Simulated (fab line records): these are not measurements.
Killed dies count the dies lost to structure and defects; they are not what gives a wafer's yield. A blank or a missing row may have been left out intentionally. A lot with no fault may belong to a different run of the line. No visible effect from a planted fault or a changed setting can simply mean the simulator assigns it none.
Comparing a struck lot with a sound one + flow rit_cmos + 16 steps out of a route of 202
Sound: the wafers L391.1, L391.3, L391.5. Struck: wafers L407.3, L407.5, L407.6. The cause is named last.
Each step with rows lists, per side, the tool, then ch with its chambers, then its first start. Under that, the readings that differ: sound wafers + struck wafers + difference of the means + sigmas: that difference in standard deviations of wafers without a fault.
alike: readings with means less than 2 such deviations apart, plus words and numbers identical on both sides. not compared: withheld readings, readings lacking a value on some wafer, bounds such as >300 that could conceal the same value, and numbers that have no deviation in the record and whose values overlap.
A row with sigmas, a row that says differs or no value, or rows on one side alone: a step with any of these is where the two part. Numbers that don't overlap but have no deviation are shown without sigmas and don't part them. A reading missing from all wafers of one side parts the sides only when that side holds two or more wafers.

RIT_ACTIVE_BOW_MEAS_00:
  sound: film_metro-03 at day 2 06:00; struck: film_metro-03 at day 5 14:02
| reading           | sound     | struck  | difference | sigmas |
|-------------------|-----------|---------|------------|--------|
| INCOMING_BOW (um) | -15 -6 -5 | 2 14 -4 | +13        | +2     |
then, 1 step without rows for these wafers: RIT_ACTIVE_OXIDATION_01 (target thk 46.8 nm, ox time 3360 s).
RIT_ACTIVE_THK_MEAS_02:
  sound: film_metro-02 at day 2 08:07; struck: film_metro-03 at day 5 17:03
  alike: ACTIVE_OXIDE_THK
then, 1 step without rows for these wafers: RIT_ACTIVE_CVD_03 (deposits Si3N4 from SiH2Cl2/NH3, target thk 150 nm, time 1500 s).
RIT_ACTIVE_THK_MEAS_04:
  sound: film_metro-01 at day 2 09:36; struck: film_metro-01 at day 5 18:31
  alike: ACTIVE_NITRIDE_THK
then, 3 steps without rows for these wafers: RIT_ACTIVE_HMDS_05 (prime time 60 s); RIT_ACTIVE_COAT_06 (resist thk 1000 nm); RIT_ACTIVE_SOFTBAKE_07 (time 60 s).
RIT_ACTIVE_EXPOSE_08: exposes mask M1, target cd 1400 nm.
  sound on iline_stepper-02 ch 0, day 2 10:07; struck on iline_stepper-01 ch 0, day 5 19:03
| reading              | sound                | struck               | difference | sigmas |
|----------------------|----------------------|----------------------|------------|--------|
| exposure_dose_mJ_cm2 | 224.67 224.98 224.65 | 221.76 221.62 222.34 | -2.86      | -13    |
  alike: mask, focus_offset_nm
then, 2 steps without rows for these wafers: RIT_ACTIVE_PEB_09; RIT_ACTIVE_DEVELOP_10 (develop time 50 s).
RIT_ACTIVE_CD_MEAS_11: the cd target is 1400 nm.
  sound: cd_sem-02 at day 2 10:31; struck: cd_sem-01 at day 5 19:27
| reading    | sound                | struck               | difference | sigmas |
|------------|----------------------|----------------------|------------|--------|
| cd_nm (nm) | 1400.8 1402.7 1403.3 | 1361.6 1382.6 1393.7 | -23.0      | -11    |
then, 1 step without rows for these wafers: RIT_ACTIVE_HARDBAKE_12 (time 60 s).
RIT_ACTIVE_ETCH_13: etches Si3N4 in SF6, stops on SiO2, time 210 s, target depth 210 nm.
  sound on rie_diel-01 ch 1,3, day 2 10:47; struck on rie_diel-01 ch 0,3, day 5 19:41
| reading                 | sound          | struck         | difference | sigmas |
|-------------------------|----------------|----------------|------------|--------|
| model.ACTIVE.cd_nm (nm) | 1401 1403 1403 | 1361 1383 1394 | -23        |        |
  alike: chamber_pressure_mTorr, drypump_motor_current_A, oes_product_au, rf_fwd_power_W, throttle_valve_pct
  not compared: rf_hours_counter_h
RIT_ACTIVE_STRIP_14: strips in O2, time 180 s.
  sound on plasma_asher-04 ch 0,1, day 2 10:55; struck on plasma_asher-02 ch 0,1, day 5 19:52
| reading             | sound       | struck      | difference | sigmas |
|---------------------|-------------|-------------|------------|--------|
| rf_refl_power_W (W) | 6.3 6.5 5.7 | 9.3 9.7 7.4 | +2.6       | +2     |
  alike: chamber_pressure_mTorr, drypump_motor_current_A
  not compared: rf_hours_counter_h
RIT_M1_PROBE_99:
  sound: prober-01 at day 4 10:07; struck: prober-02 at day 7 15:01
  alike: killed_at_contacts, killed_at_front_end, killed_dies, killed_open, killed_short

WHERE THEY PART
First at RIT_ACTIVE_BOW_MEAS_00; last, within this record, at RIT_ACTIVE_STRIP_14. Later steps at which nothing parts them and some readings are alike: RIT_M1_PROBE_99.

WHY: what had been put in by the simulator
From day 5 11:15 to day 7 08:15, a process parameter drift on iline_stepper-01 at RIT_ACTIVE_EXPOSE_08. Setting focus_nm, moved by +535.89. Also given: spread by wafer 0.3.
